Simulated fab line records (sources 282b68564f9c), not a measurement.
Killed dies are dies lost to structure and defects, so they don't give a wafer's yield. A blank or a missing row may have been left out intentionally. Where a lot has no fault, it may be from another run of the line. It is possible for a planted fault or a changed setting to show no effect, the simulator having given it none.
fab line records -- flow ritCmos
record lots=7, wafers=21, lastDay=7
route steps=202 shown CONTACT@178 M1@184
lots untouched by any fault: they come from a run of this same line in which no faults occurred
startH: hours from the record's opening day to when the first of the lot's shown wafers began -- waitH: hours elapsed since this lot's preceding step -- " the same as in the row above -- L1.1+2: a single row standing in for several wafers -- - no value, or no start given -- * or withheld: withheld -- < > ~ a bound
route shown NAME@n: NAME is a module with steps in the file, n the number in the route of the first one -- usual: average and standard deviation across the fault-free wafers -- same: alike in all rows -- chamber/n: place in a boat -- sites: readings site by site -- _std_site: the values' standard deviation -- _edge_site: outer sites' mean less inner sites' -- radiusMm: for every site, how far away it sits from the centre of the wafer -- mask NAME#n: copy n -- behind: the last tool/chamber to shape the wafer -- hold: reason for holding the lot/hours on hold/outcome of the hold -- device: transistor that didn't switch, given as n, p or np -- end of line: tests of these same wafers at the route's end -- step lacking rows: just its recipe -- killed: the dies lost at the first sort to structure and to defects; this is not the yield of the wafer -- map: per-die view of a wafer (x killed, . not killed, _ where there is no die)
set.NAME: setting as actually run; set.NAME@STEP: the setting as run at that earlier step -- model.NAME: the simulator's own value behind a step, which no gauge read
certain route steps with their lots: each step a table, each wafer a row
services: from which hour (startH, from the record's first day; less than 0 if before it) a tool's chamber was out of use, for how many hours, and why
## steps
# step RIT_CONTACT_HARDBAKE_10
# recipe resist=NOVOLAK, tempC=140, timeS=60
# step RIT_CONTACT_ETCH_11
# recipe targetDepthA=4800, overEtchFrac=0.2, stopOn=TiSi2, chemistry=CHF3/CF4/Ar, target=SiO2, CHF3_flow_sccm=50, cf4FlowSccm=10, Ar_flow_sccm=100, O2_flow_sccm=5, pressureMtorr=100, rfW=206.7, timeS=320
# usual drypumpMotorCurrentA=5.6/0.38, oesProductAu=1.000/0.015, throttleValvePct=8.85/0.13
lot.wafer,tool,chamber,startH,waitH,drypumpMotorCurrentA,oesProductAu,rfHoursCounterH,throttleValvePct
L863.3,rieDiel-03,3,63.43,0.1,5.9,1.015,1,8.75
L863.4,rieDiel-03,0,63.43,0.1,5.8,0.978,31,8.66
L863.5,rieDiel-03,3,63.43,0.1,5.9,1.010,-,8.73
L865.2,rieDiel-03,1,75.56,0.1,5.5,1.010,142,9.08
L865.3,rieDiel-03,3,75.56,0.1,6.0,1.013,1,8.76
L865.5,rieDiel-03,3,75.56,0.1,5.9,1.011,-,8.75
L867.1,rieDiel-01,2,80.86,0.1,5.8,1.002,29,8.94
L867.3,rieDiel-01,0,80.86,0.1,5.8,0.967,107,8.62
L867.4,rieDiel-01,3,80.86,0.1,4.9,0.995,107,8.91
L875.3,rieDiel-03,3,122.83,0.1,5.9,1.009,2,8.74
L875.4,rieDiel-03,0,122.83,0.1,5.8,0.982,-,8.66
L875.6,rieDiel-03,2,122.83,0.1,5.9,0.992,-,8.95
L876.1,rieDiel-01,2,130.56,0.1,5.8,0.991,30,8.94
L876.2,rieDiel-01,3,130.56,0.1,4.9,1.002,108,8.92
L876.6,rieDiel-01,1,130.56,0.1,5.9,1.010,-,8.80
L877.1,rieDiel-02,3,137.13,0.1,5.2,1.021,68,8.93
L877.2,rieDiel-02,2,137.13,0.1,6.1,1.012,60,8.89
L877.6,rieDiel-02,3,137.13,0.1,5.2,1.015,-,8.92
L881.3,rieDiel-03,1,157.03,0.1,5.5,1.003,143,9.09
L881.5,rieDiel-03,2,157.03,0.1,5.9,0.996,-,8.96
L881.6,rieDiel-03,3,157.03,0.1,5.9,1.015,-,8.74
# step RIT_CONTACT_STRIP_12
# recipe chemistry=O2, timeS=180, resist=NOVOLAK, platenTempC=withheld, powerW=500, pressureMtorr=4000, o2FlowSccm=4000
# usual drypumpMotorCurrentA=5.7/0.54
lot.wafer,tool,chamber,startH,waitH,drypumpMotorCurrentA,rfHoursCounterH
L863.3,plasmaAsher-03,0,63.69,0.2,6.5,-
L863.4,plasmaAsher-03,1,63.69,0.2,5.7,-
L863.5,plasmaAsher-03,0,63.69,0.2,6.5,-
L865.2,plasmaAsher-02,1,75.75,0.1,5.2,45
L865.3,plasmaAsher-02,1,75.75,0.1,5.2,-
L865.5,plasmaAsher-02,1,75.75,0.1,5.2,-
L867.1,plasmaAsher-02,0,81.05,0.1,5.2,45
L867.3,plasmaAsher-02,0,81.05,0.1,5.2,-
L867.4,plasmaAsher-02,1,81.05,0.1,5.2,-
L875.3,plasmaAsher-04,0,123.08,0.2,5.5,-
L875.4,plasmaAsher-04,1,123.08,0.2,6.3,-
L875.6,plasmaAsher-04,0,123.08,0.2,5.5,-
L876.1,plasmaAsher-03,1,130.75,0.1,5.7,36
L876.2,plasmaAsher-03,0,130.75,0.1,6.5,36
L876.6,plasmaAsher-03,0,130.75,0.1,6.5,-
L877.1,plasmaAsher-03,0,137.32,0.1,6.5,36
L877.2,plasmaAsher-03,1,137.32,0.1,5.7,36
L877.6,plasmaAsher-03,0,137.32,0.1,6.5,-
L881.3,plasmaAsher-02,0,157.28,0.2,5.2,-
L881.5,plasmaAsher-02,0,157.28,0.2,5.2,-
L881.6,plasmaAsher-02,1,157.28,0.2,5.2,-
# step RIT_CONTACT_CD_MEAS_90
# recipe targetCdNm=1000
# usual cdNm=999.3/2
lot.wafer,tool,chamber,startH,waitH,cdNm
L863.3,cdSem-01,-,63.84,0.1,1003.1
L863.4,cdSem-01,-,63.84,0.1,1003.1
L863.5,cdSem-01,-,63.84,0.1,1004.6
L865.2,cdSem-02,-,75.95,0.1,997.6
L865.3,cdSem-02,-,75.95,0.1,998.9
L865.5,cdSem-02,-,75.95,0.1,997.8
L867.1,cdSem-01,-,81.23,0.1,998.3
L867.3,cdSem-01,-,81.23,0.1,997.4
L867.4,cdSem-01,-,81.23,0.1,998.4
L875.3,cdSem-01,-,123.29,0.2,1001.5
L875.4,cdSem-01,-,123.29,0.2,999.9
L875.6,cdSem-01,-,123.29,0.2,1003.2
L876.1,cdSem-01,-,130.93,0.1,1003.0
L876.2,cdSem-01,-,130.93,0.1,1000.8
L876.6,cdSem-01,-,130.93,0.1,1001.1
L877.1,cdSem-01,-,137.50,0.1,998.3
L877.2,cdSem-01,-,137.50,0.1,998.7
L877.6,cdSem-01,-,137.50,0.1,999.0
L881.3,cdSem-02,-,157.44,0.1,999.4
L881.5,cdSem-02,-,157.44,0.1,999.9
L881.6,cdSem-02,-,157.44,0.1,999.6
# step RIT_CONTACT_CLEAN_13
# recipe chemistry=SC1, mix=3:3:50, timeS=600, tempC=75
# step RIT_CONTACT_CLEAN_14
# recipe chemistry=SC2, mix=3:3:50, timeS=600, tempC=75, dry=n2Spin
# step RIT_M1_SPUTTER_00
# recipe material=Al, targetThkNm=400, powerW=2000, chamberPressurePa=0.4, gas=Ar, timeS=500, substrateTempC=25
# usual chamberPressurePa=0.4000/0.00079, substrateTempC=24.99/0.095, throttleValvePct=30.8/1.1
lot.wafer,tool,chamber,startH,waitH,chamberPressurePa,substrateTempC,throttleValvePct
L863.3,pvdSputter-01,-,64.27,0.0,0.4013,25.02,31.5
L863.4,pvdSputter-01,-,64.27,0.0,0.4008,25.09,29.4
L863.5,pvdSputter-01,-,64.27,0.0,0.3999,25.00,29.8
L865.2,pvdSputter-04,-,76.57,0.0,0.4010,24.97,28.9
L865.3,pvdSputter-04,-,76.57,0.0,0.3997,25.00,32.0
L865.5,pvdSputter-04,-,76.57,0.0,0.4006,24.91,32.0
L867.1,pvdSputter-01,-,81.87,0.0,0.4026,25.18,31.0
L867.3,pvdSputter-01,-,81.87,0.0,0.4002,24.86,29.9
L867.4,pvdSputter-01,-,81.87,0.0,0.4011,24.96,32.7
L875.3,pvdSputter-03,-,123.72,0.0,0.3996,24.91,29.8
L875.4,pvdSputter-03,-,123.72,0.0,0.4007,25.01,29.9
L875.6,pvdSputter-03,-,123.72,0.0,0.3994,24.88,31.4
L876.1,pvdSputter-03,-,131.40,0.0,0.3993,25.14,30.1
L876.2,pvdSputter-03,-,131.40,0.0,0.3995,24.86,31.4
L876.6,pvdSputter-03,-,131.40,0.0,0.3978,24.94,30.2
L877.1,pvdSputter-04,-,137.97,0.0,0.4002,25.08,31.8
L877.2,pvdSputter-04,-,137.97,0.0,0.3999,25.12,29.1
L877.6,pvdSputter-04,-,137.97,0.0,0.3999,25.03,29.2
L881.3,pvdSputter-04,-,157.87,0.0,0.3996,24.93,31.6
L881.5,pvdSputter-04,-,157.87,0.0,0.3991,24.88,31.7
L881.6,pvdSputter-04,-,157.87,0.0,0.3992,24.95,31.7
# step RIT_M1_RS_MEAS_01
# recipe thkMeasGauge=four-point-probe, reads=Al_of_M1_SPUTTER_00
# usual M1_AL_RS=0.0734/0.00079
lot.wafer,tool,chamber,startH,waitH,M1_AL_RS[ohm/sq]
L863.3,filmMetro-02,-,64.61,0.2,0.0751
L863.4,filmMetro-02,-,64.61,0.2,0.0753
L863.5,filmMetro-02,-,64.61,0.2,0.0741
L865.2,filmMetro-01,-,76.89,0.2,0.0722
L865.3,filmMetro-01,-,76.89,0.2,0.0730
L865.5,filmMetro-01,-,76.89,0.2,0.0731
L867.1,filmMetro-03,-,82.17,0.1,0.0738
L867.3,filmMetro-03,-,82.17,0.1,0.0733
L867.4,filmMetro-03,-,82.17,0.1,0.0739
L875.3,filmMetro-01,-,124.06,0.2,0.0722
L875.4,filmMetro-01,-,124.06,0.2,0.0716
L875.6,filmMetro-01,-,124.06,0.2,0.0719
L876.1,filmMetro-01,-,131.69,0.1,0.0724
L876.2,filmMetro-01,-,131.69,0.1,0.0722
L876.6,filmMetro-01,-,131.69,0.1,0.0725
L877.1,filmMetro-03,-,138.26,0.1,0.0736
L877.2,filmMetro-03,-,138.26,0.1,0.0728
L877.6,filmMetro-03,-,138.26,0.1,0.0731
L881.3,filmMetro-03,-,158.24,0.2,0.0732
L881.5,filmMetro-03,-,158.24,0.2,0.0724
L881.6,filmMetro-03,-,158.24,0.2,0.0727
# step RIT_M1_THK_MEAS_02
# recipe thkMeasGauge=xrf, reads=Al_of_M1_SPUTTER_00
# usual M1_AL_THK=397/5.2
lot.wafer,tool,chamber,startH,waitH,M1_AL_THK[nm]
L863.3,filmMetro-02,-,64.71,0.1,384
L863.4,filmMetro-02,-,64.71,0.1,383
L863.5,filmMetro-02,-,64.71,0.1,389
L865.2,filmMetro-01,-,77.00,0.1,404
L865.3,filmMetro-01,-,77.00,0.1,401
L865.5,filmMetro-01,-,77.00,0.1,399
L867.1,filmMetro-03,-,82.29,0.1,399
L867.3,filmMetro-03,-,82.29,0.1,401
L867.4,filmMetro-03,-,82.29,0.1,396
L875.3,filmMetro-01,-,124.16,0.1,404
L875.4,filmMetro-01,-,124.16,0.1,407
L875.6,filmMetro-01,-,124.16,0.1,406
L876.1,filmMetro-01,-,131.81,0.1,403
L876.2,filmMetro-01,-,131.81,0.1,401
L876.6,filmMetro-01,-,131.81,0.1,403
L877.1,filmMetro-03,-,138.38,0.1,396
L877.2,filmMetro-03,-,138.38,0.1,400
L877.6,filmMetro-03,-,138.38,0.1,398
L881.3,filmMetro-03,-,158.34,0.1,400
L881.5,filmMetro-03,-,158.34,0.1,405
L881.6,filmMetro-03,-,158.34,0.1,405
# step RIT_M1_HMDS_03
# recipe primeTimeS=60, primeTempC=140
# step RIT_M1_COAT_04
# recipe resist=NOVOLAK, spinRpm=2000, resistThkNm=1322
# step RIT_M1_SOFTBAKE_05
# recipe resist=NOVOLAK, tempC=90, timeS=60
# step RIT_M1_EXPOSE_06
# recipe maskId=M12, na=0.6, sourceShape=conventional, sigmaOuter=0.5, targetCdNm=2600, doseMj=250
# usual exposureDoseMJCm2=251.66/0.27, focusOffsetNm=-0.1/0.54
lot.wafer,tool,chamber,startH,waitH,mask,exposureDoseMJCm2,focusOffsetNm
L863.3,ilineStepper-01,0,65.24,0.1,M12#0,251.81,-0.2
L863.4,ilineStepper-01,0,65.24,0.1,M12#0,251.60,-0.6
L863.5,ilineStepper-01,0,65.24,0.1,M12#0,251.94,-0.5
L865.2,ilineStepper-01,0,77.52,0.1,M12#0,251.71,-0.5
L865.3,ilineStepper-01,0,77.52,0.1,M12#0,251.74,-0.1
L865.5,ilineStepper-01,0,77.52,0.1,M12#0,252.12,0.0
L867.1,ilineStepper-02,0,82.84,0.1,M12#0,251.64,0.3
L867.3,ilineStepper-02,0,82.84,0.1,M12#0,251.37,0.4
L867.4,ilineStepper-02,0,82.84,0.1,M12#0,251.73,0.1
L875.3,ilineStepper-01,-,124.81,0.2,M12#0,-,-
L875.4,ilineStepper-01,-,124.81,0.2,M12#0,-,-
L875.6,ilineStepper-01,-,124.81,0.2,M12#0,-,-
L876.1,ilineStepper-02,-,132.44,0.2,M12#0,-,-
L876.2,ilineStepper-02,-,132.44,0.2,M12#0,-,-
L876.6,ilineStepper-02,-,132.44,0.2,M12#0,-,-
L877.1,ilineStepper-01,-,139.02,0.2,M12#0,-,-
L877.2,ilineStepper-01,-,139.02,0.2,M12#0,-,-
L877.6,ilineStepper-01,-,139.02,0.2,M12#0,-,-
L881.3,ilineStepper-01,0,158.87,0.1,M12#0,251.25,0.3
L881.5,ilineStepper-01,0,158.87,0.1,M12#0,251.07,-0.3
L881.6,ilineStepper-01,0,158.87,0.1,M12#0,251.90,0.2
# step RIT_M1_PEB_07
# recipe resist=NOVOLAK, tempC=withheld, timeS=withheld
## services
tool,chamber,startH,hours,kind
rieDiel-02,-,41.06,2.5,repair
plasmaAsher-04,-,57.82,14.6,pm
plasmaAsher-04,-,74.78,2.2,repair
plasmaAsher-02,-,77.73,3.1,repair
pvdSputter-03,-,81.87,1.9,repair
rieDiel-01,2,82.59,5.1,repair
ilineStepper-01,-,91.27,1.7,pm
pvdSputter-04,-,100.32,5.5,repair
plasmaAsher-04,-,114.19,2.8,repair
pvdSputter-04,-,118.33,19.5,repair
rieDiel-03,1,118.47,9.9,repair
rieDiel-03,0,125.87,4.4,repair
plasmaAsher-04,-,129.31,4.3,pm
rieDiel-02,1,136.41,-,clean
rieDiel-02,1,136.41,14.1,scheduledDown
rieDiel-02,1,136.41,14.1,ventCycle
## key
firstSign step=RIT_M1_EXPOSE_06, reading=toolRecord, direction=missing
effect none on later readings
metAt RIT_M1_EXPOSE_06
struckWafers L875.3,L875.4,L875.6,L876.1,L876.2,L876.6,L877.1,L877.2,L877.6
laterRowsLeftOut L875.3,L875.4,L875.6,L876.1,L876.2,L876.6,L877.1,L877.2,L877.6
sortLeftOut L875.3,L875.4,L875.6,L876.1,L876.2,L876.6,L877.1,L877.2,L877.6
onsetBetween 82.84 124.81
fault kind=skippedStepWhole, tool=ilineStepper-01,ilineStepper-02, chamber=-, onsetH=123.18, steps=RIT_M1_EXPOSE_06, scope=struckLotsOnly
# sortLeftOut: the simulated sort isn't trusted on such a fault, so these wafers' sort isn't shown, and their yield isn't known
# laterRowsLeftOut: the simulator's readings of these wafers behind a module that went badly wrong aren't trusted and aren't shown, but for the sort
